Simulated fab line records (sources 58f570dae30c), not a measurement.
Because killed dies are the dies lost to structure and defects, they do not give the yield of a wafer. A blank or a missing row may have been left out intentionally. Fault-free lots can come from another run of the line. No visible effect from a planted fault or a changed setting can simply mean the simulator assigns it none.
Split-lot study | flow berkeleyCmos170 | 23 wafers read across 5 lots, on a route 331 steps long

== ON THE SPLIT ==
At UCB170_PWELL_OXIDATION_02 (target thk 26.4 nm, ox time 1260 s), the setting tempC was moved away from the recipe's 1000 C on 10 of the 23 wafers read, by -2.8% to +1.5%. All remaining wafers had this setting at the recipe value.

No step appears in the file between the split and the reading.

== THE READING ==
At UCB170_PWELL_THK_MEAS_03: PWELL_OXIDE_THK, given in nm. On this fab line, fault-free wafers typically give 26.6 nm with a standard deviation of 0.38 nm.

wafer  | tool, chamber at the split | tempC as run, C | against the recipe | PWELL_OXIDE_THK, nm | against lot-mates on the recipe
L079.1 | furnace-01, 0              | 1000            | recipe             | 26.2                | -
L079.3 | furnace-01, 0              | 1000            | recipe             | 26.1                | -
L079.4 | furnace-01, 0              | 1000            | recipe             | 26.1                | -
L081.1 | -, -                       | 1000            | recipe             | 26.0                | -
L081.2 | -, -                       | 1000            | recipe             | 26.6                | -
L081.4 | -, -                       | 1000            | recipe             | 26.2                | -
L081.5 | -, -                       | 1000            | recipe             | 26.0                | -
L081.6 | -, -                       | 1000            | recipe             | 26.6                | -
L082.1 | -, -                       | 1000            | recipe             | 26.8                | -
L082.2 | -, -                       | 1000            | recipe             | 27.1                | -
L082.4 | -, -                       | 1000            | recipe             | 26.5                | -
L082.5 | -, -                       | 1000            | recipe             | 27.1                | -
L082.6 | -, -                       | 1000            | recipe             | 26.5                | -
L084.2 | -, -                       | 972.2           | -2.8%              | 20.2                | no lot-mate on the recipe
L084.3 | -, -                       | 972.2           | -2.8%              | 20.3                | no lot-mate on the recipe
L084.4 | -, -                       | 972.2           | -2.8%              | 20.4                | no lot-mate on the recipe
L084.5 | -, -                       | 972.2           | -2.8%              | 20.0                | no lot-mate on the recipe
L084.6 | -, -                       | 972.2           | -2.8%              | 20.4                | no lot-mate on the recipe
L085.1 | -, -                       | 1015            | +1.5%              | 30.7                | no lot-mate on the recipe
L085.2 | -, -                       | 1015            | +1.5%              | 31.0                | no lot-mate on the recipe
L085.3 | -, -                       | 1015            | +1.5%              | 30.8                | no lot-mate on the recipe
L085.4 | -, -                       | 1015            | +1.5%              | 30.8                | no lot-mate on the recipe
L085.5 | -, -                       | 1015            | +1.5%              | 31.4                | no lot-mate on the recipe

FIT RESULTS
A straight line over all 23 wafers: PWELL_OXIDE_THK changes by +2.44 nm for each +1% of tempC; r = +0.99; the points scatter about the line by 0.5 nm.
Too few moved wafers have a lot-mate on the recipe to fit a line with each lot's own level taken away.

== THE WHOLE CHAIN: every reading that the file lists as answering this split, in the file's order ==
step                      | what it does                       | reading                                                                           | change (the file's fit)              | r (the file's)
UCB170_PWELL_OXIDATION_02 | target thk 26.4 nm, ox time 1260 s | SiO2_of_PWELL_OXIDATION_02.thkNm (the simulator's own value, which no gauge read) | +2.45 nm for each +1% of the setting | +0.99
UCB170_PWELL_THK_MEAS_03  |                                    | PWELL_OXIDE_THK                                                                   | +2.44 for each +1% of the setting    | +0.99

== THE FILE'S OWN FIT ==
PWELL_OXIDE_THK changes by +2.44 nm for each +1% of tempC, r = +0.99.
